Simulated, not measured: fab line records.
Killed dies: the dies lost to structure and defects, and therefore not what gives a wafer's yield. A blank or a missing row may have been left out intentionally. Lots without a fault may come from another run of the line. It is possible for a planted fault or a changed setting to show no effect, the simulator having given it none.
fab line records    flow berkeleyCmos170
record lots=14  wafers=42  lastDay=14
route steps=331 shown NLDD@161
lots untouched by any fault: they come from a run of this same line in which no faults occurred
startH: start of the lot's first displayed wafer, in hours after the record's first day    waitH: hours from the lot's prior step to this one    " unchanged from the row above    L1.1+2: a row that stands for several wafers    - no value present, or no start provided    * or withheld: withheld    < > ~ a bound
route shown NAME@n: NAME is a module with steps in the file, n the number in the route of the first one    usual: average and standard deviation across the fault-free wafers    same: alike in all rows    chamber/n: place in a boat    sites: readings site by site    _std_site: standard deviation of those values    _edge_site: inner sites' mean taken away from outer sites' mean    radiusMm: how far each site lies from the wafer's centre    mask NAME#n: copy n    behind: the last tool/chamber to shape the wafer    hold: what put the lot on hold/how long, in hours/how the hold closed    device: the n, p or np transistor that did not switch    end of line: the tests these same wafers got at the end of their route    a step without rows: its recipe alone    killed: not the wafer's yield, but the dies lost to structure and defects at the first sort    map: per-die view of a wafer (x killed, . not killed, _ where there is no die)
set.NAME: the setting the step ran with; set.NAME@STEP: the setting that earlier step ran with    model.NAME: the simulator's own value behind a step, which no gauge read
route steps across a sampled set of lots; one table per step, one row per wafer
services: from which hour (startH, from the record's first day; less than 0 if before it) a tool's chamber was out of use, for how many hours, and why
## steps
# step UCB170_NLDD_EXPOSE_03
# recipe maskId=NSELECT  na=0.5  sigmaOuter=0.6  sourceShape=conventional  targetCdNm=1200  doseMj=30
lot.wafer   tool           chamber  startH  waitH  mask
L657.3+4+5  krfScanner-02  0        144.91  0.2    NSELECT#0
L656.1+2+6  krfScanner-02  0        145.30  0.1    NSELECT#0
L658.3+5+6  krfScanner-02  0        164.19  0.1    NSELECT#0
L661.1+3+6  krfScanner-02  0        171.22  0.1    NSELECT#0
L660.1+3+4  krfScanner-01  0        172.07  0.2    NSELECT#0
L659.1+2+3  krfScanner-02  0        172.58  0.2    NSELECT#0
L664.1+4+6  krfScanner-02  0        187.99  0.1    NSELECT#0
L667.4+5+6  krfScanner-01  0        207.99  0.3    NSELECT#0
L665.1+4+5  krfScanner-01  0        208.26  0.1    NSELECT#0
L669.1+2+5  krfScanner-02  0        214.40  0.1    NSELECT#0
L673.2+4+6  krfScanner-02  0        230.98  0.3    NSELECT#0
L675.1+2+6  krfScanner-02  0        265.31  0.2    NSELECT#0
L678.1+3+4  krfScanner-02  0        282.33  0.3    NSELECT#0
L679.2+4+6  krfScanner-02  0        282.83  0.4    NSELECT#0
# step UCB170_NLDD_OVL_MEAS_07
# usual NLDD_OVL=1/5.5
lot.wafer  tool        chamber  startH  waitH  NLDD_OVL[nm]
L657.3     overlay-01  -        145.82  0.1    -3
L657.4     "           -        "       "      1
L657.5     "           -        "       "      3
L656.1     overlay-01  -        146.02  0.1    -6
L656.2     "           -        "       "      -1
L656.6     "           -        "       "      -1
L658.3     overlay-02  -        164.68  0.1    7
L658.5     "           -        "       "      6
L658.6     "           -        "       "      6
L661.1     overlay-02  -        172.34  0.1    6
L661.3     "           -        "       "      2
L661.6     "           -        "       "      1
L660.1     overlay-01  -        172.89  0.1    5
L660.3     "           -        "       "      6
L660.4     "           -        "       "      2
L659.1     overlay-01  -        173.31  0.1    -3
L659.2     "           -        "       "      -6
L659.3     "           -        "       "      -2
L664.1     overlay-02  -        188.50  0.1    1
L664.4     "           -        "       "      0
L664.6     "           -        "       "      -4
L667.4     overlay-02  -        209.30  0.1    264
L667.5     "           -        "       "      258
L667.6     "           -        "       "      255
L665.1     overlay-02  -        209.65  0.1    259
L665.4     "           -        "       "      259
L665.5     "           -        "       "      269
L669.1     overlay-01  -        215.14  0.1    -3
L669.2     "           -        "       "      -2
L669.5     "           -        "       "      -6
L673.2     overlay-02  -        231.76  0.1    -2
L673.4     "           -        "       "      -3
L673.6     "           -        "       "      2
L675.1     overlay-02  -        265.82  0.1    1
L675.2     "           -        "       "      -7
L675.6     "           -        "       "      -7
L678.1     overlay-02  -        283.26  0.1    3
L678.3     "           -        "       "      3
L678.4     "           -        "       "      6
L679.2     overlay-01  -        283.54  0.1    -3
L679.4     "           -        "       "      -1
L679.6     "           -        "       "      -6
## services
tool           chamber  startH  hours  kind
krfScanner-01  -        138.45  1.3    pm
krfScanner-01  -        142.65  4.0    pm
krfScanner-01  -        163.78  0.8    pm
krfScanner-01  -        190.08  1.0    repair
krfScanner-02  -        191.12  1.0    pm
krfScanner-01  -        208.86  0.8    pm
krfScanner-02  -        228.47  1.3    pm
krfScanner-02  -        233.11  0.7    repair
krfScanner-02  0        233.66  -      calibration
krfScanner-02  -        251.87  0.8    pm
krfScanner-01  0        261.30  -      calibration
krfScanner-01  -        261.93  1.0    pm
## key
firstSign step=UCB170_NLDD_OVL_MEAS_07  reading=NLDD_OVL  direction=up  sigmas=47  usual=1  struck=261
effect none on later readings
metAt UCB170_NLDD_EXPOSE_03
struckLots L665,L667
testerLeftOut L665,L667
onsetBetween 172.07 207.99
fault kind=scannerMatchingOverlay  tool=krfScanner-01  chamber=-  onsetH=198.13  steps=UCB170_NLDD_EXPOSE_03  offset=260
# testerLeftOut: of these lots the tester's yield and bins aren't shown, on N5 and GAA mostly nor the transistor test; their killed dies are dies lost to structure and defects alone, not to doping, threshold or leakage, so they don't give the yield
